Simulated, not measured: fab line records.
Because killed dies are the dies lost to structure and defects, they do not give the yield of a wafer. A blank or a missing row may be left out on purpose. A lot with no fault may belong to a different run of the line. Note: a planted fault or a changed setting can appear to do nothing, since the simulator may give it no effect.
fab line records / flow berkeley-cmos170
[record] lots = 14 wafers = 42 last-day = 13
route steps=331 shown V2@292
lots that met no fault: from a run of the same line without faults
start-h: the number of hours between the record's first day and the start of the first shown wafer of the lot / wait-h: hours since the lot's step before / " the same as in the row above / L1.1+2: a row that stands for several wafers / - no value, or no start was given / * or withheld: withheld / < > ~ a bound
route shown NAME@n: NAME is a module with steps in the file, n the number in the route of the first one / usual: mean/standard deviation of fault-free wafers / same: alike in all rows / chamber/n: place in a boat / sites: the reading at each site / _std_site: the standard deviation of these / _edge_site: mean of outer sites minus mean of inner sites / radius-mm: how far each site lies from the wafer's centre / mask NAME#n: copy n / behind: the tool/chamber that last shaped the wafer / hold: why the lot went on hold/how many hours it stayed there/how the hold came to an end / device: which transistor (n, p or np) failed to switch / end of line: the same wafers' tests at the end of the route / a step with no rows: only its recipe / killed: count of dies lost to structure and defects at first sort (not the wafer's yield) / map: a wafer's dies, x killed, . not, _ none there
set.NAME: the setting as run; set.NAME@STEP: as run at that earlier step / model.NAME: the simulator's own value behind a step, which no gauge read
a sample of lots followed through the steps of the route, with each step as a table and each wafer as a row
services: a tool's chamber out of use, with start hour (start-h, from the record's first day; less than 0 if before it), hours out, and reason
[[steps]]
[step UCB170_V2_CVD_00]
[recipe] material = SiO2 target-thk-nm = 2000 temp-c = 390 precursor = TEOS/O2 time-s = 250 rf-w = 550 pressure-mtorr = 9000
[usual] heater-power-w = 258/51 rf-fwd-power-W = 548.6/1.7
[same] time-s = 250
lot.wafer=L770.1 tool=pecvd-03 chamber=0 start-h=203.00 wait-h=0.1 heater-power-w=248 rf-fwd-power-W=549.7
lot.wafer=L770.3 tool=pecvd-03 chamber=1 start-h=203.00 wait-h=0.1 heater-power-w=240 rf-fwd-power-W=547.7
lot.wafer=L770.4 tool=pecvd-03 chamber=0 start-h=203.00 wait-h=0.1 heater-power-w=181 rf-fwd-power-W=548.5
lot.wafer=L772.2 tool=pecvd-02 chamber=1 start-h=216.79 wait-h=0.1 heater-power-w=249 rf-fwd-power-W=547.8
lot.wafer=L772.3 tool=pecvd-02 chamber=2 start-h=216.79 wait-h=0.1 heater-power-w=312 rf-fwd-power-W=547.9
lot.wafer=L772.5 tool=pecvd-02 chamber=2 start-h=216.79 wait-h=0.1 heater-power-w=212 rf-fwd-power-W=548.2
lot.wafer=L774.2 tool=pecvd-02 chamber=2 start-h=229.28 wait-h=0.1 heater-power-w=278 rf-fwd-power-W=547.9
lot.wafer=L774.3 tool=pecvd-02 chamber=1 start-h=229.28 wait-h=0.1 heater-power-w=236 rf-fwd-power-W=549.2
lot.wafer=L774.5 tool=pecvd-02 chamber=2 start-h=229.28 wait-h=0.1 heater-power-w=212 rf-fwd-power-W=547.9
lot.wafer=L773.3 tool=pecvd-04 chamber=0 start-h=229.76 wait-h=0.1 heater-power-w=263 rf-fwd-power-W=548.5
lot.wafer=L773.5 tool=pecvd-04 chamber=0 start-h=229.76 wait-h=0.1 heater-power-w=173 rf-fwd-power-W=550.2
lot.wafer=L773.6 tool=pecvd-04 chamber=2 start-h=229.76 wait-h=0.1 heater-power-w=226 rf-fwd-power-W=548.9
lot.wafer=L775.1 tool=pecvd-03 chamber=0 start-h=230.07 wait-h=0.1 heater-power-w=259 rf-fwd-power-W=550.3
lot.wafer=L775.4 tool=pecvd-03 chamber=0 start-h=230.07 wait-h=0.1 heater-power-w=180 rf-fwd-power-W=548.4
lot.wafer=L775.5 tool=pecvd-03 chamber=2 start-h=230.07 wait-h=0.1 heater-power-w=282 rf-fwd-power-W=547.2
lot.wafer=L779.1 tool=pecvd-02 chamber=1 start-h=244.44 wait-h=0.1 heater-power-w=195 rf-fwd-power-W=547.6
lot.wafer=L779.4 tool=pecvd-02 chamber=0 start-h=244.44 wait-h=0.1 heater-power-w=233 rf-fwd-power-W=548.3
lot.wafer=L779.5 tool=pecvd-02 chamber=1 start-h=244.44 wait-h=0.1 heater-power-w=262 rf-fwd-power-W=549.8
lot.wafer=L778.1 tool=pecvd-02 chamber=1 start-h=246.16 wait-h=0.1 heater-power-w=223 rf-fwd-power-W=548.6
lot.wafer=L778.3 tool=pecvd-02 chamber=2 start-h=246.16 wait-h=0.1 heater-power-w=220 rf-fwd-power-W=551.4
lot.wafer=L778.4 tool=pecvd-02 chamber=0 start-h=246.16 wait-h=0.1 heater-power-w=314 rf-fwd-power-W=547.1
lot.wafer=L780.4 tool=pecvd-03 chamber=0 start-h=246.70 wait-h=0.1 heater-power-w=350 rf-fwd-power-W=327.0
lot.wafer=L780.5 tool=pecvd-03 chamber=1 start-h=246.70 wait-h=0.1 heater-power-w=228 rf-fwd-power-W=545.7
lot.wafer=L780.6 tool=pecvd-03 chamber=2 start-h=246.70 wait-h=0.1 heater-power-w=391 rf-fwd-power-W=548.0
lot.wafer=L781.2 tool=pecvd-04 chamber=1 start-h=260.16 wait-h=0.1 heater-power-w=327 rf-fwd-power-W=551.3
lot.wafer=L781.5 tool=pecvd-04 chamber=0 start-h=260.16 wait-h=0.1 heater-power-w=184 rf-fwd-power-W=550.7
lot.wafer=L781.6 tool=pecvd-04 chamber=1 start-h=260.16 wait-h=0.1 heater-power-w=231 rf-fwd-power-W=549.4
lot.wafer=L784.3 tool=pecvd-03 chamber=2 start-h=268.71 wait-h=0.1 heater-power-w=378 rf-fwd-power-W=549.0
lot.wafer=L784.4 tool=pecvd-03 chamber=0 start-h=268.71 wait-h=0.1 heater-power-w=326 rf-fwd-power-W=327.7
lot.wafer=L784.5 tool=pecvd-03 chamber=1 start-h=268.71 wait-h=0.1 heater-power-w=229 rf-fwd-power-W=550.0
lot.wafer=L785.2 tool=pecvd-04 chamber=0 start-h=269.79 wait-h=0.1 heater-power-w=229 rf-fwd-power-W=549.5
lot.wafer=L785.3 tool=pecvd-04 chamber=2 start-h=269.79 wait-h=0.1 heater-power-w=277 rf-fwd-power-W=548.8
lot.wafer=L785.4 tool=pecvd-04 chamber=0 start-h=269.79 wait-h=0.1 heater-power-w=178 rf-fwd-power-W=546.6
lot.wafer=L790.2 tool=pecvd-02 chamber=1 start-h=296.23 wait-h=0.1 heater-power-w=196 rf-fwd-power-W=550.6
lot.wafer=L790.4 tool=pecvd-02 chamber=2 start-h=296.23 wait-h=0.1 heater-power-w=214 rf-fwd-power-W=551.4
lot.wafer=L790.5 tool=pecvd-02 chamber=0 start-h=296.23 wait-h=0.1 heater-power-w=308 rf-fwd-power-W=546.5
lot.wafer=L793.3 tool=pecvd-04 chamber=0 start-h=304.65 wait-h=0.1 heater-power-w=235 rf-fwd-power-W=549.3
lot.wafer=L793.4 tool=pecvd-04 chamber=1 start-h=304.65 wait-h=0.1 heater-power-w=240 rf-fwd-power-W=547.8
lot.wafer=L793.5 tool=pecvd-04 chamber=0 start-h=304.65 wait-h=0.1 heater-power-w=179 rf-fwd-power-W=546.9
lot.wafer=L792.4 tool=pecvd-04 chamber=1 start-h=308.07 wait-h=0.1 heater-power-w=327 rf-fwd-power-W=549.1
lot.wafer=L792.5 tool=pecvd-04 chamber=0 start-h=308.07 wait-h=0.1 heater-power-w=183 rf-fwd-power-W=549.6
lot.wafer=L792.6 tool=pecvd-04 chamber=2 start-h=308.07 wait-h=0.1 heater-power-w=284 rf-fwd-power-W=547.7
[step UCB170_V2_THK_MEAS_01]
[recipe] reads = SiO2_of_V2_CVD_00
[usual] V2_TEOS_THK = 2007/25
lot.wafer=L770.1 tool=film-metro-04 chamber=- start-h=203.16 wait-h=0.1 V2_TEOS_THK[nm]=2015
lot.wafer=L770.3 tool=film-metro-04 chamber=- start-h=203.16 wait-h=0.1 V2_TEOS_THK[nm]=1992
lot.wafer=L770.4 tool=film-metro-04 chamber=- start-h=203.16 wait-h=0.1 V2_TEOS_THK[nm]=2031
lot.wafer=L772.2 tool=film-metro-04 chamber=- start-h=216.96 wait-h=0.1 V2_TEOS_THK[nm]=1982
lot.wafer=L772.3 tool=film-metro-04 chamber=- start-h=216.96 wait-h=0.1 V2_TEOS_THK[nm]=1989
lot.wafer=L772.5 tool=film-metro-04 chamber=- start-h=216.96 wait-h=0.1 V2_TEOS_THK[nm]=2040
lot.wafer=L774.2 tool=film-metro-03 chamber=- start-h=229.45 wait-h=0.1 V2_TEOS_THK[nm]=1987
lot.wafer=L774.3 tool=film-metro-03 chamber=- start-h=229.45 wait-h=0.1 V2_TEOS_THK[nm]=1956
lot.wafer=L774.5 tool=film-metro-03 chamber=- start-h=229.45 wait-h=0.1 V2_TEOS_THK[nm]=2014
lot.wafer=L773.3 tool=film-metro-03 chamber=- start-h=229.94 wait-h=0.1 V2_TEOS_THK[nm]=1985
lot.wafer=L773.5 tool=film-metro-03 chamber=- start-h=229.94 wait-h=0.1 V2_TEOS_THK[nm]=2007
lot.wafer=L773.6 tool=film-metro-03 chamber=- start-h=229.94 wait-h=0.1 V2_TEOS_THK[nm]=2015
lot.wafer=L775.1 tool=film-metro-02 chamber=- start-h=230.22 wait-h=0.1 V2_TEOS_THK[nm]=1986
lot.wafer=L775.4 tool=film-metro-02 chamber=- start-h=230.22 wait-h=0.1 V2_TEOS_THK[nm]=2021
lot.wafer=L775.5 tool=film-metro-02 chamber=- start-h=230.22 wait-h=0.1 V2_TEOS_THK[nm]=1994
lot.wafer=L779.1 tool=film-metro-02 chamber=- start-h=244.59 wait-h=0.1 V2_TEOS_THK[nm]=2006
lot.wafer=L779.4 tool=film-metro-02 chamber=- start-h=244.59 wait-h=0.1 V2_TEOS_THK[nm]=2042
lot.wafer=L779.5 tool=film-metro-02 chamber=- start-h=244.59 wait-h=0.1 V2_TEOS_THK[nm]=2057
lot.wafer=L778.1 tool=film-metro-02 chamber=- start-h=246.32 wait-h=0.1 V2_TEOS_THK[nm]=2005
lot.wafer=L778.3 tool=film-metro-02 chamber=- start-h=246.32 wait-h=0.1 V2_TEOS_THK[nm]=1979
lot.wafer=L778.4 tool=film-metro-02 chamber=- start-h=246.32 wait-h=0.1 V2_TEOS_THK[nm]=2030
lot.wafer=L780.4 tool=film-metro-03 chamber=- start-h=246.81 wait-h=0.0 V2_TEOS_THK[nm]=1761
lot.wafer=L780.5 tool=film-metro-03 chamber=- start-h=246.81 wait-h=0.0 V2_TEOS_THK[nm]=2029
lot.wafer=L780.6 tool=film-metro-03 chamber=- start-h=246.81 wait-h=0.0 V2_TEOS_THK[nm]=2022
lot.wafer=L781.2 tool=film-metro-02 chamber=- start-h=260.32 wait-h=0.1 V2_TEOS_THK[nm]=1996
lot.wafer=L781.5 tool=film-metro-02 chamber=- start-h=260.32 wait-h=0.1 V2_TEOS_THK[nm]=2039
lot.wafer=L781.6 tool=film-metro-02 chamber=- start-h=260.32 wait-h=0.1 V2_TEOS_THK[nm]=2004
lot.wafer=L784.3 tool=film-metro-02 chamber=- start-h=268.89 wait-h=0.1 V2_TEOS_THK[nm]=1989
lot.wafer=L784.4 tool=film-metro-02 chamber=- start-h=268.89 wait-h=0.1 V2_TEOS_THK[nm]=1734
lot.wafer=L784.5 tool=film-metro-02 chamber=- start-h=268.89 wait-h=0.1 V2_TEOS_THK[nm]=1983
lot.wafer=L785.2 tool=film-metro-03 chamber=- start-h=269.95 wait-h=0.1 V2_TEOS_THK[nm]=2018
lot.wafer=L785.3 tool=film-metro-03 chamber=- start-h=269.95 wait-h=0.1 V2_TEOS_THK[nm]=1989
lot.wafer=L785.4 tool=film-metro-03 chamber=- start-h=269.95 wait-h=0.1 V2_TEOS_THK[nm]=2048
lot.wafer=L790.2 tool=film-metro-04 chamber=- start-h=296.39 wait-h=0.1 V2_TEOS_THK[nm]=1970
lot.wafer=L790.4 tool=film-metro-04 chamber=- start-h=296.39 wait-h=0.1 V2_TEOS_THK[nm]=2027
lot.wafer=L790.5 tool=film-metro-04 chamber=- start-h=296.39 wait-h=0.1 V2_TEOS_THK[nm]=2015
lot.wafer=L793.3 tool=film-metro-04 chamber=- start-h=304.83 wait-h=0.1 V2_TEOS_THK[nm]=2013
lot.wafer=L793.4 tool=film-metro-04 chamber=- start-h=304.83 wait-h=0.1 V2_TEOS_THK[nm]=2018
lot.wafer=L793.5 tool=film-metro-04 chamber=- start-h=304.83 wait-h=0.1 V2_TEOS_THK[nm]=2042
lot.wafer=L792.4 tool=film-metro-02 chamber=- start-h=308.23 wait-h=0.1 V2_TEOS_THK[nm]=1998
lot.wafer=L792.5 tool=film-metro-02 chamber=- start-h=308.23 wait-h=0.1 V2_TEOS_THK[nm]=2008
lot.wafer=L792.6 tool=film-metro-02 chamber=- start-h=308.23 wait-h=0.1 V2_TEOS_THK[nm]=2025
[[services]]
tool=pecvd-02 chamber=- start-h=193.00 hours=6.0 kind=pm
tool=pecvd-04 chamber=- start-h=242.50 hours=14.0 kind=pm
tool=pecvd-04 chamber=0 start-h=242.50 hours=14.0 kind=vent-cycle
tool=pecvd-04 chamber=1 start-h=242.50 hours=14.0 kind=vent-cycle
tool=pecvd-04 chamber=2 start-h=242.50 hours=14.0 kind=vent-cycle
tool=pecvd-02 chamber=- start-h=254.47 hours=2.8 kind=pm
tool=pecvd-04 chamber=0 start-h=256.50 hours=- kind=clean
tool=pecvd-04 chamber=1 start-h=256.50 hours=- kind=clean
tool=pecvd-04 chamber=2 start-h=256.50 hours=- kind=clean
tool=pecvd-04 chamber=- start-h=280.16 hours=0.3 kind=repair
tool=pecvd-03 chamber=- start-h=297.22 hours=2.8 kind=pm
tool=pecvd-03 chamber=0 start-h=300.22 hours=8.2 kind=repair
[[key]]
[first-sign] step = UCB170_V2_CVD_00 reading = rf-fwd-power-W direction = down sigmas = 99+ usual = 548.6 struck = 327.3
[effect] step = UCB170_V2_THK_MEAS_01 reading = V2_TEOS_THK direction = down sigmas = 10 usual = 2007 struck = 1748
met-at UCB170_V2_CVD_00
struck-lots L780,L784
struck-wafers L780.4,L784.4
onset-between 230.07 246.70
[fault] kind = process-parameter-drift tool = pecvd-03 chamber = 0 onset-h = 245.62 steps = UCB170_V2_CVD_00 channel = rf-w offset = -220 shape = step end-h = 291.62 acts-in = these-recipes-only stated = 550
